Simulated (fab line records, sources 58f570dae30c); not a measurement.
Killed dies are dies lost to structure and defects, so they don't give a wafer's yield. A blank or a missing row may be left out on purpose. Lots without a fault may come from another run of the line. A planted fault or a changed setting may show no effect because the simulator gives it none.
Tool commonality check | flow berkeley_cmos170 | 14 lots, 42 wafers sampled

WHY IT WAS OPENED
At UCB170_NWELL_TW_MEAS_16 the reading NWELL_TW is flagged on 2 of 14 lots. Wafers without a fault read 1249, standard deviation 5.9.
Rule: a lot is flagged when every wafer of it that has a number lies more than 4 standard deviations from that mean, or none has a number. The other lots count as sound.

lot  | measured    | on            | NWELL_TW, wafer by wafer | flag
L716 | day 2 20:15 | film_metro-01 | 1251 1243 1256           |
L717 | day 2 20:40 | film_metro-04 | 1261 1263 1260           |
L718 | day 2 20:46 | film_metro-01 | 1240 1254 1249           |
L719 | day 3 08:47 | film_metro-01 | 1256 1246 1258           |
L721 | day 3 13:09 | film_metro-04 | 1266 1257 1262           |
L722 | day 3 13:24 | film_metro-01 | 1253 1246 1244           |
L723 | day 4 01:10 | film_metro-02 | 1245 1244 1249           |
L725 | day 4 09:42 | film_metro-02 | 1250 1245 1247           |
L727 | day 4 14:36 | film_metro-04 | 1247 1249 1251           |
L726 | day 4 14:44 | film_metro-01 | 1248 1255 1250           |
L728 | day 4 17:38 | film_metro-04 | 1250 1257 1244           |
L729 | day 4 22:52 | film_metro-04 | 1252 1255 1255           |
L733 | day 6 05:01 | film_metro-02 | 1127 1119 1127           | FLAGGED
L736 | day 6 12:32 | film_metro-02 | 1125 1122 1132           | FLAGGED
The numbers of the flagged lots are 1125 on average: -124 against the usual, or -21 standard deviations.

WHICH TOOL RAN EACH LOT
The record holds 1 process step before the reading, out of a route of 331 steps. In each cell: the tool, then ch and the chambers that the sampled wafers went through, then the start.
lot  | flag    | UCB170_NWELL_IMPLANT_14
L716 |         | implanter-04 ch 0, day 2 20:01
L717 |         | implanter-03 ch 0, day 2 20:19
L718 |         | implanter-01 ch 0, day 2 20:31
L719 |         | implanter-04 ch 0, day 3 08:32
L721 |         | implanter-04 ch 0, day 3 12:56
L722 |         | implanter-03 ch 0, day 3 13:09
L723 |         | implanter-03 ch 0, day 4 00:55
L725 |         | implanter-04 ch 0, day 4 09:27
L727 |         | implanter-04 ch 0, day 4 14:21
L726 |         | implanter-03 ch 0, day 4 14:29
L728 |         | implanter-01 ch 0, day 4 17:25
L729 |         | implanter-03 ch 0, day 4 22:37
L733 | FLAGGED | implanter-03 ch 0, day 6 04:46
L736 | FLAGGED | implanter-03 ch 0, day 6 12:19
What these steps do:
- UCB170_NWELL_IMPLANT_14
- UCB170_NWELL_TW_MEAS_16

FLAGGED OVER TOTAL, TOOL BY TOOL (the gauges that took the reading come last)
step                    | tool          | lots run | flagged | share of the flagged lots | sound lots run after its first flagged lot
UCB170_NWELL_IMPLANT_14 | implanter-01  | 2        | 0       | none                      | -
UCB170_NWELL_IMPLANT_14 | implanter-03  | 7        | 2       | all                       | 0
UCB170_NWELL_IMPLANT_14 | implanter-04  | 5        | 0       | none                      | -
UCB170_NWELL_TW_MEAS_16 | film_metro-01 | 5        | 0       | none                      | -
UCB170_NWELL_TW_MEAS_16 | film_metro-02 | 4        | 2       | all                       | 0
UCB170_NWELL_TW_MEAS_16 | film_metro-04 | 5        | 0       | none                      | -

WHAT THE TABLE ALLOWS
2 rows of the table ran every flagged lot: implanter-03 at UCB170_NWELL_IMPLANT_14, film_metro-02 at UCB170_NWELL_TW_MEAS_16.
- implanter-03 at UCB170_NWELL_IMPLANT_14: 2 of its 7 lots flagged. Its last sound lot is L729 (day 4 22:37), its first flagged lot L733 (day 6 04:46): a fault that began between those two fits. Its own readings lie more than 4 standard deviations out on every wafer of the flagged lots: dose_ions_cm2, faraday_current_uA.
- film_metro-02 at UCB170_NWELL_TW_MEAS_16: 2 of its 4 lots flagged. Its last sound lot is L725 (day 4 09:42), its first flagged lot L733 (day 6 05:01): a fault that began between those two fits.
Counting lots can't tell these 2 tools apart, because each fits a fault that began at some hour. More lots, or a look at what each step does to the wafer, might.

WHAT THE SIMULATOR HAD PUT IN
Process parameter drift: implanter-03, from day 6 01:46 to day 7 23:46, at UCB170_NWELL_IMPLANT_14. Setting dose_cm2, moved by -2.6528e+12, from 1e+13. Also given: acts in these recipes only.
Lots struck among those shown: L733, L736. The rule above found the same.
